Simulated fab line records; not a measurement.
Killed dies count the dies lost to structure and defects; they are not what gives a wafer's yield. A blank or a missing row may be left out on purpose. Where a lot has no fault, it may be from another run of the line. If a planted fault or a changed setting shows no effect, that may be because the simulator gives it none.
fab line records :: flow rit_cmos
record:
  lots: 16
  wafers: 48
  last_day: 7
route steps=202 shown M1@190
lots untouched by any fault: they come from a run of this same line in which no faults occurred
start_h: hours from the record's opening day to when the first of the lot's shown wafers began :: wait_h: time in hours since the lot's previous step :: " as in the row above :: L1.1+2: several wafers, shown together as one row :: - no value, or no start given :: * or withheld: withheld :: < > ~ a bound
route shown NAME@n: NAME is a module with steps in the file, n the number in the route of the first one :: usual: the fault-free wafers' mean and standard deviation :: same: alike in all rows :: chamber/n: place in a boat :: sites: the reading at each site :: _std_site: the values' standard deviation :: _edge_site: inner sites' mean taken away from outer sites' mean :: radius_mm: how far each site lies from the wafer's centre :: mask NAME#n: copy n :: behind: tool/chamber where the wafer was last shaped :: hold: what put the lot on hold/how long, in hours/how the hold closed :: device: the n, p or np transistor that did not switch :: end of line: the same wafers' tests at the end of the route :: step lacking rows: just its recipe :: killed: dies lost to structure and defects at the first sort, not the wafer's yield :: map: a wafer's dies, marking killed ones x, the rest . and places with no die _
set.NAME: the setting as run; set.NAME@STEP: as run at that earlier step :: model.NAME: the simulator's own value behind a step, which no gauge read
route steps across a sampled set of lots; one table per step, one row per wafer
services: the hour from which a tool's chamber was out of use, counted from the record's first day as start_h (under 0 if before that day), plus the number of hours and why
== steps ==
step: RIT_M1_EXPOSE_06
recipe:
  mask_id: M12
  na: 0.6
  source_shape: conventional
  sigma_outer: 0.5
  target_cd_nm: 2600
  dose_mj: 250
lot.wafer: L396.3+4+5
tool: iline_stepper-02
chamber: 0
start_h: 56.91
wait_h: 0.2
mask: M12#0

lot.wafer: L399.1+2+3
tool: iline_stepper-01
chamber: 0
start_h: 68.97
wait_h: 0.2
mask: M12#0

lot.wafer: L401.2+5+6
tool: iline_stepper-01
chamber: 0
start_h: 79.32
wait_h: 0.2
mask: M12#0

lot.wafer: L402.2+3+6
tool: iline_stepper-01
chamber: 0
start_h: 82.91
wait_h: 0.1
mask: M12#0

lot.wafer: L403.3+5+6
tool: iline_stepper-01
chamber: 0
start_h: 89.43
wait_h: 0.1
mask: M12#0

lot.wafer: L404.2+5+6
tool: iline_stepper-02
chamber: 0
start_h: 93.76
wait_h: 0.2
mask: M12#0

lot.wafer: L405.3+4+6
tool: iline_stepper-01
chamber: 0
start_h: 100.01
wait_h: 0.2
mask: M12#0

lot.wafer: L406.1+4+6
tool: iline_stepper-01
chamber: 0
start_h: 104.28
wait_h: 0.1
mask: M12#0

lot.wafer: L408.1+2+5
tool: iline_stepper-02
chamber: 0
start_h: 113.22
wait_h: 0.1
mask: M12#0

lot.wafer: L409.3+5+6
tool: iline_stepper-01
chamber: 0
start_h: 119.41
wait_h: 0.2
mask: M12#0

lot.wafer: L410.1+3+4
tool: iline_stepper-01
chamber: 0
start_h: 124.55
wait_h: 0.1
mask: M12#0

lot.wafer: L411.1+4+5
tool: iline_stepper-01
chamber: 0
start_h: 128.62
wait_h: 0.1
mask: M12#0

lot.wafer: L412.2+4+5
tool: iline_stepper-02
chamber: 0
start_h: 134.58
wait_h: 0.2
mask: M12#0

lot.wafer: L413.3+5+6
tool: iline_stepper-01
chamber: 0
start_h: 139.29
wait_h: 0.2
mask: M12#0

lot.wafer: L414.2+3+6
tool: iline_stepper-01
chamber: 0
start_h: 143.92
wait_h: 0.1
mask: M12#0

lot.wafer: L419.1+2+3
tool: iline_stepper-02
chamber: 0
start_h: 168.42
wait_h: 0.2
mask: M12#0
step: RIT_M1_OVL_MEAS_10
usual:
  M1_OVL: -0.3/1.8
lot.wafer: L396.3
tool: overlay-02
chamber: -
start_h: 57.43
wait_h: 0.1
M1_OVL[nm]: 2.4

lot.wafer: L396.4
tool: overlay-02
chamber: -
start_h: 57.43
wait_h: 0.1
M1_OVL[nm]: 1.5

lot.wafer: L396.5
tool: overlay-02
chamber: -
start_h: 57.43
wait_h: 0.1
M1_OVL[nm]: 1.5

lot.wafer: L399.1
tool: overlay-02
chamber: -
start_h: 69.52
wait_h: 0.1
M1_OVL[nm]: -0.5

lot.wafer: L399.2
tool: overlay-02
chamber: -
start_h: 69.52
wait_h: 0.1
M1_OVL[nm]: -1.4

lot.wafer: L399.3
tool: overlay-02
chamber: -
start_h: 69.52
wait_h: 0.1
M1_OVL[nm]: -0.8

lot.wafer: L401.2
tool: overlay-01
chamber: -
start_h: 79.86
wait_h: 0.1
M1_OVL[nm]: -0.6

lot.wafer: L401.5
tool: overlay-01
chamber: -
start_h: 79.86
wait_h: 0.1
M1_OVL[nm]: -1.8

lot.wafer: L401.6
tool: overlay-01
chamber: -
start_h: 79.86
wait_h: 0.1
M1_OVL[nm]: -1.0

lot.wafer: L402.2
tool: overlay-02
chamber: -
start_h: 83.44
wait_h: 0.1
M1_OVL[nm]: -3.0

lot.wafer: L402.3
tool: overlay-02
chamber: -
start_h: 83.44
wait_h: 0.1
M1_OVL[nm]: -0.6

lot.wafer: L402.6
tool: overlay-02
chamber: -
start_h: 83.44
wait_h: 0.1
M1_OVL[nm]: -3.2

lot.wafer: L403.3
tool: overlay-01
chamber: -
start_h: 89.96
wait_h: 0.1
M1_OVL[nm]: -3.5

lot.wafer: L403.5
tool: overlay-01
chamber: -
start_h: 89.96
wait_h: 0.1
M1_OVL[nm]: -2.8

lot.wafer: L403.6
tool: overlay-01
chamber: -
start_h: 89.96
wait_h: 0.1
M1_OVL[nm]: -3.1

lot.wafer: L404.2
tool: overlay-02
chamber: -
start_h: 94.30
wait_h: 0.1
M1_OVL[nm]: 1.3

lot.wafer: L404.5
tool: overlay-02
chamber: -
start_h: 94.30
wait_h: 0.1
M1_OVL[nm]: 2.5

lot.wafer: L404.6
tool: overlay-02
chamber: -
start_h: 94.30
wait_h: 0.1
M1_OVL[nm]: 2.9

lot.wafer: L405.3
tool: overlay-02
chamber: -
start_h: 100.54
wait_h: 0.1
M1_OVL[nm]: -1.7

lot.wafer: L405.4
tool: overlay-02
chamber: -
start_h: 100.54
wait_h: 0.1
M1_OVL[nm]: -3.9

lot.wafer: L405.6
tool: overlay-02
chamber: -
start_h: 100.54
wait_h: 0.1
M1_OVL[nm]: -1.9

lot.wafer: L406.1
tool: overlay-02
chamber: -
start_h: 104.83
wait_h: 0.1
M1_OVL[nm]: -1.6

lot.wafer: L406.4
tool: overlay-02
chamber: -
start_h: 104.83
wait_h: 0.1
M1_OVL[nm]: 0.3

lot.wafer: L406.6
tool: overlay-02
chamber: -
start_h: 104.83
wait_h: 0.1
M1_OVL[nm]: 0.4

lot.wafer: L408.1
tool: overlay-01
chamber: -
start_h: 113.77
wait_h: 0.1
M1_OVL[nm]: 1.0

lot.wafer: L408.2
tool: overlay-01
chamber: -
start_h: 113.77
wait_h: 0.1
M1_OVL[nm]: 1.0

lot.wafer: L408.5
tool: overlay-01
chamber: -
start_h: 113.77
wait_h: 0.1
M1_OVL[nm]: 0.9

lot.wafer: L409.3
tool: overlay-02
chamber: -
start_h: 120.08
wait_h: 0.1
M1_OVL[nm]: -1.0

lot.wafer: L409.5
tool: overlay-02
chamber: -
start_h: 120.08
wait_h: 0.1
M1_OVL[nm]: -3.0

lot.wafer: L409.6
tool: overlay-02
chamber: -
start_h: 120.08
wait_h: 0.1
M1_OVL[nm]: -0.7

lot.wafer: L410.1
tool: overlay-01
chamber: -
start_h: 125.10
wait_h: 0.1
M1_OVL[nm]: 805.6

lot.wafer: L410.3
tool: overlay-01
chamber: -
start_h: 125.10
wait_h: 0.1
M1_OVL[nm]: 804.8

lot.wafer: L410.4
tool: overlay-01
chamber: -
start_h: 125.10
wait_h: 0.1
M1_OVL[nm]: 805.9

lot.wafer: L411.1
tool: overlay-02
chamber: -
start_h: 129.17
wait_h: 0.1
M1_OVL[nm]: 810.4

lot.wafer: L411.4
tool: overlay-02
chamber: -
start_h: 129.17
wait_h: 0.1
M1_OVL[nm]: 808.2

lot.wafer: L411.5
tool: overlay-02
chamber: -
start_h: 129.17
wait_h: 0.1
M1_OVL[nm]: 809.2

lot.wafer: L412.2
tool: overlay-01
chamber: -
start_h: 135.12
wait_h: 0.1
M1_OVL[nm]: 1.5

lot.wafer: L412.4
tool: overlay-01
chamber: -
start_h: 135.12
wait_h: 0.1
M1_OVL[nm]: 0.8

lot.wafer: L412.5
tool: overlay-01
chamber: -
start_h: 135.12
wait_h: 0.1
M1_OVL[nm]: 1.2

lot.wafer: L413.3
tool: overlay-02
chamber: -
start_h: 139.82
wait_h: 0.1
M1_OVL[nm]: 808.4

lot.wafer: L413.5
tool: overlay-02
chamber: -
start_h: 139.82
wait_h: 0.1
M1_OVL[nm]: 807.6

lot.wafer: L413.6
tool: overlay-02
chamber: -
start_h: 139.82
wait_h: 0.1
M1_OVL[nm]: 808.9

lot.wafer: L414.2
tool: overlay-02
chamber: -
start_h: 144.65
wait_h: 0.1
M1_OVL[nm]: 803.3

lot.wafer: L414.3
tool: overlay-02
chamber: -
start_h: 144.65
wait_h: 0.1
M1_OVL[nm]: 804.7

lot.wafer: L414.6
tool: overlay-02
chamber: -
start_h: 144.65
wait_h: 0.1
M1_OVL[nm]: 803.7

lot.wafer: L419.1
tool: overlay-01
chamber: -
start_h: 168.97
wait_h: 0.1
M1_OVL[nm]: 0.9

lot.wafer: L419.2
tool: overlay-01
chamber: -
start_h: 168.97
wait_h: 0.1
M1_OVL[nm]: -0.7

lot.wafer: L419.3
tool: overlay-01
chamber: -
start_h: 168.97
wait_h: 0.1
M1_OVL[nm]: 0.2
step: RIT_M1_PROBE_99
usual:
  defect_limited_yield: 97.5/1.1
  killed_at_contacts: 0.0/0.22
  killed_at_front_end: 6.5/3
  killed_dies: 6.6/3
  killed_open: 3.4/2.2
  killed_short: 3.3/1.7
same:
  gross_dies: 264
  killed_at_M0_to_M3: 0
  killed_at_M4_up: 0
  killed_at_back_side: 0
  killed_at_other: 0
lot.wafer: L396.3
tool: prober-01
chamber: -
start_h: 60.06
wait_h: 0.2
defect_limited_yield[%]: 98.5
killed_at_contacts: 0
killed_at_front_end: 4
killed_dies: 4
killed_open: 2
killed_short: 2

lot.wafer: L396.4
tool: prober-01
chamber: -
start_h: 60.11
wait_h: 0.2
defect_limited_yield[%]: 98.1
killed_at_contacts: 0
killed_at_front_end: 5
killed_dies: 5
killed_open: 1
killed_short: 4

lot.wafer: L396.5
tool: prober-01
chamber: -
start_h: 60.16
wait_h: 0.2
defect_limited_yield[%]: 99.2
killed_at_contacts: 0
killed_at_front_end: 2
killed_dies: 2
killed_open: 1
killed_short: 1

lot.wafer: L399.1
tool: prober-02
chamber: -
start_h: 72.09
wait_h: 0.1
defect_limited_yield[%]: 96.6
killed_at_contacts: 0
killed_at_front_end: 9
killed_dies: 9
killed_open: 4
killed_short: 5

lot.wafer: L399.2
tool: prober-02
chamber: -
start_h: 72.14
wait_h: 0.1
defect_limited_yield[%]: 95.5
killed_at_contacts: 0
killed_at_front_end: 12
killed_dies: 12
killed_open: 3
killed_short: 9

lot.wafer: L399.3
tool: prober-02
chamber: -
start_h: 72.19
wait_h: 0.2
defect_limited_yield[%]: 96.6
killed_at_contacts: 0
killed_at_front_end: 9
killed_dies: 9
killed_open: 4
killed_short: 5

lot.wafer: L401.2
tool: prober-02
chamber: -
start_h: 83.72
wait_h: 0.1
defect_limited_yield[%]: 94.7
killed_at_contacts: 0
killed_at_front_end: 14
killed_dies: 14
killed_open: 8
killed_short: 6

lot.wafer: L401.5
tool: prober-02
chamber: -
start_h: 83.87
wait_h: 0.2
defect_limited_yield[%]: 98.1
killed_at_contacts: 0
killed_at_front_end: 5
killed_dies: 5
killed_open: 4
killed_short: 1

lot.wafer: L401.6
tool: prober-02
chamber: -
start_h: 83.92
wait_h: 0.2
defect_limited_yield[%]: 98.1
killed_at_contacts: 0
killed_at_front_end: 5
killed_dies: 5
killed_open: 2
killed_short: 3

lot.wafer: L402.2
tool: prober-01
chamber: -
start_h: 86.04
wait_h: 0.1
defect_limited_yield[%]: 98.5
killed_at_contacts: 0
killed_at_front_end: 4
killed_dies: 4
killed_open: 2
killed_short: 2

lot.wafer: L402.3
tool: prober-01
chamber: -
start_h: 86.09
wait_h: 0.2
defect_limited_yield[%]: 97.7
killed_at_contacts: 0
killed_at_front_end: 6
killed_dies: 6
killed_open: 2
killed_short: 4

lot.wafer: L402.6
tool: prober-01
chamber: -
start_h: 86.24
wait_h: 0.2
defect_limited_yield[%]: 98.9
killed_at_contacts: 0
killed_at_front_end: 3
killed_dies: 3
killed_open: 1
killed_short: 2

lot.wafer: L403.3
tool: prober-02
chamber: -
start_h: 92.58
wait_h: 0.2
defect_limited_yield[%]: 99.2
killed_at_contacts: 0
killed_at_front_end: 2
killed_dies: 2
killed_open: 2
killed_short: 0

lot.wafer: L403.5
tool: prober-02
chamber: -
start_h: 92.68
wait_h: 0.2
defect_limited_yield[%]: 98.9
killed_at_contacts: 0
killed_at_front_end: 3
killed_dies: 3
killed_open: 3
killed_short: 0

lot.wafer: L403.6
tool: prober-02
chamber: -
start_h: 92.73
wait_h: 0.2
defect_limited_yield[%]: 98.9
killed_at_contacts: 0
killed_at_front_end: 3
killed_dies: 3
killed_open: 2
killed_short: 1

lot.wafer: L404.2
tool: prober-01
chamber: -
start_h: 96.90
wait_h: 0.1
defect_limited_yield[%]: 96.2
killed_at_contacts: 0
killed_at_front_end: 10
killed_dies: 10
killed_open: 3
killed_short: 7

lot.wafer: L404.5
tool: prober-01
chamber: -
start_h: 97.05
wait_h: 0.2
defect_limited_yield[%]: 97.3
killed_at_contacts: 0
killed_at_front_end: 7
killed_dies: 7
killed_open: 5
killed_short: 2

lot.wafer: L404.6
tool: prober-01
chamber: -
start_h: 97.10
wait_h: 0.2
defect_limited_yield[%]: 97.3
killed_at_contacts: 0
killed_at_front_end: 7
killed_dies: 7
killed_open: 2
killed_short: 5

lot.wafer: L405.3
tool: prober-02
chamber: -
start_h: 103.76
wait_h: 0.2
defect_limited_yield[%]: 94.3
killed_at_contacts: 0
killed_at_front_end: 15
killed_dies: 15
killed_open: 12
killed_short: 3

lot.wafer: L405.4
tool: prober-02
chamber: -
start_h: 103.81
wait_h: 0.2
defect_limited_yield[%]: 97.7
killed_at_contacts: 0
killed_at_front_end: 6
killed_dies: 6
killed_open: 4
killed_short: 2

lot.wafer: L405.6
tool: prober-02
chamber: -
start_h: 103.91
wait_h: 0.2
defect_limited_yield[%]: 97.3
killed_at_contacts: 0
killed_at_front_end: 7
killed_dies: 7
killed_open: 4
killed_short: 3

lot.wafer: L406.1
tool: prober-01
chamber: -
start_h: 107.37
wait_h: 0.1
defect_limited_yield[%]: 96.6
killed_at_contacts: 0
killed_at_front_end: 9
killed_dies: 9
killed_open: 4
killed_short: 5

lot.wafer: L406.4
tool: prober-01
chamber: -
start_h: 107.52
wait_h: 0.2
defect_limited_yield[%]: 98.1
killed_at_contacts: 0
killed_at_front_end: 5
killed_dies: 5
killed_open: 1
killed_short: 4

lot.wafer: L406.6
tool: prober-01
chamber: -
start_h: 107.62
wait_h: 0.2
defect_limited_yield[%]: 95.1
killed_at_contacts: 0
killed_at_front_end: 13
killed_dies: 13
killed_open: 6
killed_short: 7

lot.wafer: L408.1
tool: prober-01
chamber: -
start_h: 116.30
wait_h: 0.1
defect_limited_yield[%]: 98.1
killed_at_contacts: 0
killed_at_front_end: 5
killed_dies: 5
killed_open: 3
killed_short: 2

lot.wafer: L408.2
tool: prober-01
chamber: -
start_h: 116.35
wait_h: 0.1
defect_limited_yield[%]: 98.1
killed_at_contacts: 1
killed_at_front_end: 4
killed_dies: 5
killed_open: 2
killed_short: 3

lot.wafer: L408.5
tool: prober-01
chamber: -
start_h: 116.50
wait_h: 0.2
defect_limited_yield[%]: 96.6
killed_at_contacts: 0
killed_at_front_end: 9
killed_dies: 9
killed_open: 5
killed_short: 4

lot.wafer: L409.3
tool: prober-02
chamber: -
start_h: 122.76
wait_h: 0.2
defect_limited_yield[%]: 98.5
killed_at_contacts: 0
killed_at_front_end: 4
killed_dies: 4
killed_open: 1
killed_short: 3

lot.wafer: L409.5
tool: prober-02
chamber: -
start_h: 122.86
wait_h: 0.2
defect_limited_yield[%]: 97.3
killed_at_contacts: 0
killed_at_front_end: 7
killed_dies: 7
killed_open: 5
killed_short: 2

lot.wafer: L409.6
tool: prober-02
chamber: -
start_h: 122.91
wait_h: 0.2
defect_limited_yield[%]: 97.3
killed_at_contacts: 0
killed_at_front_end: 7
killed_dies: 7
killed_open: 3
killed_short: 4

lot.wafer: L410.1
tool: prober-01
chamber: -
start_h: 127.82
wait_h: 0.1
defect_limited_yield[%]: 96.2
killed_at_contacts: 0
killed_at_front_end: 10
killed_dies: 10
killed_open: 6
killed_short: 4

lot.wafer: L410.3
tool: prober-01
chamber: -
start_h: 127.92
wait_h: 0.2
defect_limited_yield[%]: 98.5
killed_at_contacts: 0
killed_at_front_end: 4
killed_dies: 4
killed_open: 2
killed_short: 2

lot.wafer: L410.4
tool: prober-01
chamber: -
start_h: 127.97
wait_h: 0.2
defect_limited_yield[%]: 97.7
killed_at_contacts: 0
killed_at_front_end: 6
killed_dies: 6
killed_open: 3
killed_short: 3

lot.wafer: L411.1
tool: prober-02
chamber: -
start_h: 131.71
wait_h: 0.1
defect_limited_yield[%]: 99.2
killed_at_contacts: 0
killed_at_front_end: 2
killed_dies: 2
killed_open: 1
killed_short: 1

lot.wafer: L411.4
tool: prober-02
chamber: -
start_h: 131.86
wait_h: 0.2
defect_limited_yield[%]: 99.2
killed_at_contacts: 0
killed_at_front_end: 2
killed_dies: 2
killed_open: 0
killed_short: 2

lot.wafer: L411.5
tool: prober-02
chamber: -
start_h: 131.91
wait_h: 0.2
defect_limited_yield[%]: 98.9
killed_at_contacts: 0
killed_at_front_end: 3
killed_dies: 3
killed_open: 2
killed_short: 1

lot.wafer: L412.2
tool: prober-01
chamber: -
start_h: 138.41
wait_h: 0.1
defect_limited_yield[%]: 97.7
killed_at_contacts: 0
killed_at_front_end: 6
killed_dies: 6
killed_open: 2
killed_short: 4

lot.wafer: L412.4
tool: prober-01
chamber: -
start_h: 138.51
wait_h: 0.2
defect_limited_yield[%]: 98.1
killed_at_contacts: 0
killed_at_front_end: 5
killed_dies: 5
killed_open: 2
killed_short: 3

lot.wafer: L412.5
tool: prober-01
chamber: -
start_h: 138.56
wait_h: 0.2
defect_limited_yield[%]: 98.1
killed_at_contacts: 0
killed_at_front_end: 5
killed_dies: 5
killed_open: 0
killed_short: 5

lot.wafer: L413.3
tool: prober-02
chamber: -
start_h: 143.33
wait_h: 0.2
defect_limited_yield[%]: 95.8
killed_at_contacts: 0
killed_at_front_end: 11
killed_dies: 11
killed_open: 4
killed_short: 7

lot.wafer: L413.5
tool: prober-02
chamber: -
start_h: 143.43
wait_h: 0.2
defect_limited_yield[%]: 97.3
killed_at_contacts: 0
killed_at_front_end: 7
killed_dies: 7
killed_open: 1
killed_short: 6

lot.wafer: L413.6
tool: prober-02
chamber: -
start_h: 143.48
wait_h: 0.2
defect_limited_yield[%]: 97.7
killed_at_contacts: 0
killed_at_front_end: 6
killed_dies: 6
killed_open: 1
killed_short: 5

lot.wafer: L414.2
tool: prober-01
chamber: -
start_h: 147.23
wait_h: 0.1
defect_limited_yield[%]: 98.9
killed_at_contacts: 0
killed_at_front_end: 3
killed_dies: 3
killed_open: 1
killed_short: 2

lot.wafer: L414.3
tool: prober-01
chamber: -
start_h: 147.28
wait_h: 0.2
defect_limited_yield[%]: 97.3
killed_at_contacts: 0
killed_at_front_end: 7
killed_dies: 7
killed_open: 4
killed_short: 3

lot.wafer: L414.6
tool: prober-01
chamber: -
start_h: 147.43
wait_h: 0.2
defect_limited_yield[%]: 98.5
killed_at_contacts: 0
killed_at_front_end: 4
killed_dies: 4
killed_open: 1
killed_short: 3

lot.wafer: L419.1
tool: prober-02
chamber: -
start_h: 171.51
wait_h: 0.1
defect_limited_yield[%]: 97.3
killed_at_contacts: 0
killed_at_front_end: 7
killed_dies: 7
killed_open: 3
killed_short: 4

lot.wafer: L419.2
tool: prober-02
chamber: -
start_h: 171.56
wait_h: 0.1
defect_limited_yield[%]: 97.7
killed_at_contacts: 1
killed_at_front_end: 5
killed_dies: 6
killed_open: 2
killed_short: 4

lot.wafer: L419.3
tool: prober-02
chamber: -
start_h: 171.61
wait_h: 0.2
defect_limited_yield[%]: 94.3
killed_at_contacts: 0
killed_at_front_end: 15
killed_dies: 15
killed_open: 6
killed_short: 9
killed by level:class
L396.3 GATE:geometric_particle:short=1 REOX:geometric_particle:open=1 SPACER:geometric_particle:open=1 SPACER:geometric_particle:short=1
L396.4 SILICIDE:geometric_particle:short=2 FOX1:geometric_particle:open=1 GATE:geometric_particle:short=1 SPACER:geometric_particle:short=1
L396.5 FOX1:geometric_particle:short=1 REOX:geometric_particle:open=1
L399.1 GATE:geometric_particle:short=3 GATE:geometric_particle:open=2 FOX1:geometric_particle:open=1 FOX1:geometric_particle:short=1 FOX2:geometric_particle:short=1 FOX2:geometric_particle:open=1
L399.2 GATE:geometric_particle:short=3 FOX2:geometric_particle:short=2 SPACER:geometric_particle:open=2 FOX1:geometric_particle:short=1 REOX:geometric_particle:short=1 SPACER:geometric_particle:short=1 SILICIDE:geometric_particle:open=1 SILICIDE:geometric_particle:short=1
L399.3 GATE:geometric_particle:open=3 FOX1:geometric_particle:short=2 GATE:geometric_particle:short=2 REOX:geometric_particle:open=1 SPACER:geometric_particle:short=1
L401.2 FOX2:geometric_particle:open=3 FOX2:geometric_particle:short=2 GATE:geometric_particle:open=2 SPACER:geometric_particle:open=2 SILICIDE:geometric_particle:short=2 REOX:geometric_particle:short=1 REOX:geometric_particle:open=1 SPACER:geometric_particle:short=1
L401.5 REOX:geometric_particle:open=2 SPACER:geometric_particle:short=1 FOX2:geometric_particle:open=1 GATE:geometric_particle:open=1
L401.6 REOX:geometric_particle:short=2 FOX1:geometric_particle:short=1 REOX:geometric_particle:open=1 SILICIDE:geometric_particle:open=1
L402.2 FOX2:geometric_particle:open=1 GATE:geometric_particle:short=1 REOX:geometric_particle:short=1 REOX:geometric_particle:open=1
L402.3 GATE:geometric_particle:short=2 FOX2:geometric_particle:short=1 GATE:geometric_particle:open=1 REOX:geometric_particle:short=1 REOX:geometric_particle:open=1
L402.6 FOX2:geometric_particle:short=1 GATE:geometric_particle:open=1 GATE:geometric_particle:short=1
L403.3 REOX:geometric_particle:open=2
L403.5 FOX1:geometric_particle:open=1 FOX2:geometric_particle:open=1 GATE:geometric_particle:open=1
L403.6 REOX:geometric_particle:open=2 GATE:geometric_particle:short=1
L404.2 SPACER:geometric_particle:short=3 GATE:geometric_particle:short=2 FOX1:geometric_particle:short=1 FOX2:geometric_particle:short=1 GATE:geometric_particle:open=1 REOX:geometric_particle:open=1 SPACER:geometric_particle:open=1
L404.5 GATE:geometric_particle:short=2 REOX:geometric_particle:open=2 SILICIDE:geometric_particle:open=2 FOX1:geometric_particle:open=1
L404.6 GATE:geometric_particle:short=5 FOX1:geometric_particle:open=2
L405.3 GATE:geometric_particle:open=5 FOX1:geometric_particle:open=3 SPACER:geometric_particle:open=2 ACTIVE:geometric_particle:open=1 FOX1:geometric_particle:short=1 GATE:geometric_particle:short=1 SILICIDE:geometric_particle:open=1 SILICIDE:geometric_particle:short=1
L405.4 GATE:geometric_particle:open=2 GATE:geometric_particle:short=2 FOX2:geometric_particle:open=1 SILICIDE:geometric_particle:open=1
L405.6 REOX:geometric_particle:open=3 GATE:geometric_particle:short=2 SPACER:geometric_particle:short=1 SILICIDE:geometric_particle:open=1
L406.1 GATE:geometric_particle:short=5 GATE:geometric_particle:open=3 SILICIDE:geometric_particle:open=1
L406.4 REOX:geometric_particle:short=2 GATE:geometric_particle:open=1 GATE:geometric_particle:short=1 SPACER:geometric_particle:short=1
L406.6 FOX1:geometric_particle:short=2 GATE:geometric_particle:open=2 GATE:geometric_particle:short=2 SPACER:geometric_particle:open=2 SILICIDE:geometric_particle:short=2 FOX1:geometric_particle:open=1 SPACER:geometric_particle:short=1 SILICIDE:geometric_particle:open=1
L408.1 FOX1:geometric_particle:open=2 FOX1:geometric_particle:short=1 GATE:geometric_particle:open=1 GATE:geometric_particle:short=1
L408.2 FOX1:geometric_particle:short=1 GATE:geometric_particle:short=1 GATE:geometric_particle:open=1 REOX:geometric_particle:open=1 CONTACT:geometric_particle:short=1
L408.5 FOX1:geometric_particle:open=2 FOX2:geometric_particle:short=2 SPACER:geometric_particle:open=2 FOX1:geometric_particle:short=1 SILICIDE:geometric_particle:short=1 SILICIDE:geometric_particle:open=1
L409.3 GATE:geometric_particle:short=2 GATE:geometric_particle:open=1 SILICIDE:geometric_particle:short=1
L409.5 FOX1:geometric_particle:short=2 FOX2:geometric_particle:open=2 FOX1:geometric_particle:open=1 GATE:geometric_particle:open=1 SPACER:geometric_particle:open=1
L409.6 FOX1:geometric_particle:short=2 FOX2:geometric_particle:open=1 GATE:geometric_particle:short=1 GATE:geometric_particle:open=1 SPACER:geometric_particle:short=1 SPACER:geometric_particle:open=1
L410.1 FOX2:geometric_particle:open=2 SILICIDE:geometric_particle:short=2 SILICIDE:geometric_particle:open=2 FOX1:geometric_particle:open=1 FOX2:geometric_particle:short=1 GATE:geometric_particle:open=1 REOX:geometric_particle:short=1
L410.3 FOX1:geometric_particle:short=1 FOX1:geometric_particle:open=1 SPACER:geometric_particle:open=1 SILICIDE:geometric_particle:short=1
L410.4 FOX1:geometric_particle:short=1 GATE:geometric_particle:open=1 REOX:geometric_particle:open=1 REOX:geometric_particle:short=1 SPACER:geometric_particle:open=1 SPACER:geometric_particle:short=1
L411.1 REOX:geometric_particle:open=1 SILICIDE:geometric_particle:short=1
L411.4 FOX1:geometric_particle:short=1 FOX2:geometric_particle:short=1
L411.5 FOX1:geometric_particle:open=1 SPACER:geometric_particle:open=1 SILICIDE:geometric_particle:short=1
L412.2 REOX:geometric_particle:short=2 GATE:geometric_particle:short=1 REOX:geometric_particle:open=1 SILICIDE:geometric_particle:short=1 SILICIDE:geometric_particle:open=1
L412.4 GATE:geometric_particle:short=2 REOX:geometric_particle:open=1 REOX:geometric_particle:short=1 SPACER:geometric_particle:open=1
L412.5 FOX1:geometric_particle:short=2 SILICIDE:geometric_particle:short=2 GATE:geometric_particle:short=1
L413.3 GATE:geometric_particle:open=3 GATE:geometric_particle:short=2 REOX:geometric_particle:short=2 FOX2:geometric_particle:short=1 SPACER:geometric_particle:open=1 SPACER:geometric_particle:short=1 SILICIDE:geometric_particle:short=1
L413.5 GATE:geometric_particle:short=3 FOX1:geometric_particle:short=1 GATE:geometric_particle:open=1 REOX:geometric_particle:short=1 SPACER:geometric_particle:short=1
L413.6 GATE:geometric_particle:short=2 SPACER:geometric_particle:short=2 FOX1:geometric_particle:short=1 FOX2:geometric_particle:open=1
L414.2 GATE:geometric_particle:short=1 REOX:geometric_particle:open=1 SPACER:geometric_particle:short=1
L414.3 FOX1:geometric_particle:open=2 GATE:geometric_particle:open=2 GATE:geometric_particle:short=1 SPACER:geometric_particle:short=1 SILICIDE:geometric_particle:short=1
L414.6 FOX1:geometric_particle:short=1 FOX1:geometric_particle:open=1 GATE:geometric_particle:short=1 REOX:geometric_particle:short=1
L419.1 GATE:geometric_particle:short=3 FOX2:geometric_particle:open=2 SPACER:geometric_particle:short=1 SILICIDE:geometric_particle:open=1
L419.2 GATE:geometric_particle:open=2 GATE:geometric_particle:short=2 FOX1:geometric_particle:short=1 CONTACT:geometric_particle:short=1
L419.3 GATE:geometric_particle:short=5 FOX1:geometric_particle:open=2 FOX1:geometric_particle:short=2 GATE:geometric_particle:open=2 FOX2:geometric_particle:open=1 FOX2:geometric_particle:short=1 REOX:geometric_particle:open=1 SPACER:geometric_particle:short=1
== services ==
tool: iline_stepper-02
chamber: -
start_h: 48.99
hours: 1.7
kind: pm

tool: iline_stepper-01
chamber: -
start_h: 105.04
hours: 1.3
kind: repair
== key ==
first_sign:
  step: RIT_M1_OVL_MEAS_10
  reading: M1_OVL
  direction: up
  sigmas: 99+
  usual: -0.3
  struck: 806.7
effect none on later readings
met_at RIT_M1_EXPOSE_06
struck_lots L410,L411,L413,L414
onset_between 119.41 124.55
fault:
  kind: scanner_matching_overlay
  tool: iline_stepper-01
  chamber: -
  onset_h: 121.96
  steps: RIT_M1_EXPOSE_06
  offset: 807.59
